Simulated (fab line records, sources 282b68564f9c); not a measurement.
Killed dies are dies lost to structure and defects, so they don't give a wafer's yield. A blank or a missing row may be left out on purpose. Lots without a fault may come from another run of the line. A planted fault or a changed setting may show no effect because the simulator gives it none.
Split-lot experiment | flow rit_cmos | 5 lots, 23 wafers read, on a route of 202 steps

THE SPLIT
At RIT_PWELL_IMPLANT_08, the setting dose_cm2 was moved away from the recipe's 7e+13 on 5 of the 23 wafers read, by +4.8% to +7.3%. The other wafers ran this setting at the recipe's value.

FROM THE SPLIT TO THE READING: what the file shows between them, 3 steps
- RIT_PWELL_STRIP_09: strips in O2, time 180 s
- RIT_PWELL_TW_MEAS_10
- RIT_WELLDRIVE_ANNEAL_00: time 14700 s

THE READING
PWELL_RS, in ohm/sq, at RIT_WELLDRIVE_RS_MEAS_02 (measures by four-point-probe). Fault-free wafers of this fab line usually give 429.4 ohm/sq, standard deviation 1.3 ohm/sq.

wafer  | tool, chamber at the split | dose_cm2 as run | against the recipe | PWELL_RS, ohm/sq | against lot-mates on the recipe
L074.2 | implanter-01, 0            | 7e+13           | recipe             | 429.8            | -
L074.3 | implanter-01, 0            | 7.334e+13       | +4.8%              | 416.6            | -13.1
L074.4 | implanter-01, 0            | 7e+13           | recipe             | 429.8            | -
L074.5 | implanter-01, 0            | 7e+13           | recipe             | 429.4            | -
L074.6 | implanter-01, 0            | 7.334e+13       | +4.8%              | 417.1            | -12.6
L076.1 | implanter-03, 0            | 7e+13           | recipe             | 428.5            | -
L076.4 | implanter-03, 0            | 7e+13           | recipe             | 430.0            | -
L076.5 | implanter-03, 0            | 7e+13           | recipe             | 428.7            | -
L079.1 | implanter-01, 0            | 7e+13           | recipe             | 428.4            | -
L079.2 | implanter-01, 0            | 7e+13           | recipe             | 428.8            | -
L079.3 | implanter-01, 0            | 7e+13           | recipe             | 430.1            | -
L079.5 | implanter-01, 0            | 7e+13           | recipe             | 428.7            | -
L079.6 | implanter-01, 0            | 7e+13           | recipe             | 428.1            | -
L080.2 | implanter-01, 0            | 7.512e+13       | +7.3%              | 411.6            | -18.3
L080.3 | implanter-01, 0            | 7e+13           | recipe             | 429.9            | -
L080.4 | implanter-01, 0            | 7.512e+13       | +7.3%              | 411.6            | -18.3
L080.5 | implanter-01, 0            | 7e+13           | recipe             | 430.0            | -
L080.6 | implanter-01, 0            | 7.512e+13       | +7.3%              | 411.7            | -18.2
L085.1 | implanter-03, 0            | 7e+13           | recipe             | 428.2            | -
L085.2 | implanter-03, 0            | 7e+13           | recipe             | 429.2            | -
L085.3 | implanter-03, 0            | 7e+13           | recipe             | 429.0            | -
L085.4 | implanter-03, 0            | 7e+13           | recipe             | 429.3            | -
L085.6 | implanter-03, 0            | 7e+13           | recipe             | 428.9            | -

THE FIT
A straight line over all 23 wafers: PWELL_RS changes by -2.43 ohm/sq for each +1% of dose_cm2; r = -1.00; the points scatter about the line by 0.65 ohm/sq.
The same after taking each lot's own level away (the mean of its wafers on the recipe; 23 wafers): -2.54 ohm/sq for each +1%; r = -1.00; scatter 0.53 ohm/sq.
On that fit, the largest move of dose_cm2 shifts the reading by 19 ohm/sq.
The lots' own levels span 428.82 to 429.95 ohm/sq, that is 0.9 times the standard deviation above.
So the lot-to-lot level changes the slope little: the two slopes agree.
Check: with one of the wafers moved furthest among these (+7.3%) left out of the fit, the line predicts -18.7 ohm/sq for it against its lot-mates. It came out at -18.3 ohm/sq against them.

OTHER SPLITS ON THESE WAFERS
These wafers also went through other splits before the reading. Each is held against what the fit with the lots' levels taken away leaves over:
other split on the same wafers    | wafers away from the commonest value | r with PWELL_RS (lot level and that fit taken away)
RIT_ACTIVE_COAT_06 resist_thk_nm  | 4                                    | +0.34
RIT_ACTIVE_ETCH_13 over_etch_frac | 5                                    | +0.13
RIT_NWELL_IMPLANT_08 energy_kev   | 11                                   | -0.10

THE WHOLE CHAIN: every reading that the file lists as answering this split, in the file's order
step                     | what it does                 | reading  | change (the file's fit)           | r (the file's)
RIT_PWELL_TW_MEAS_10     |                              | PWELL_TW | +3.09 for each +1% of the setting | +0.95
RIT_WELLDRIVE_RS_MEAS_02 | measures by four-point-probe | PWELL_RS | -2.56 for each +1% of the setting | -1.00

THE FILE'S OWN FIT
PWELL_RS changes by -2.56 ohm/sq for each +1% of dose_cm2, r = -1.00.
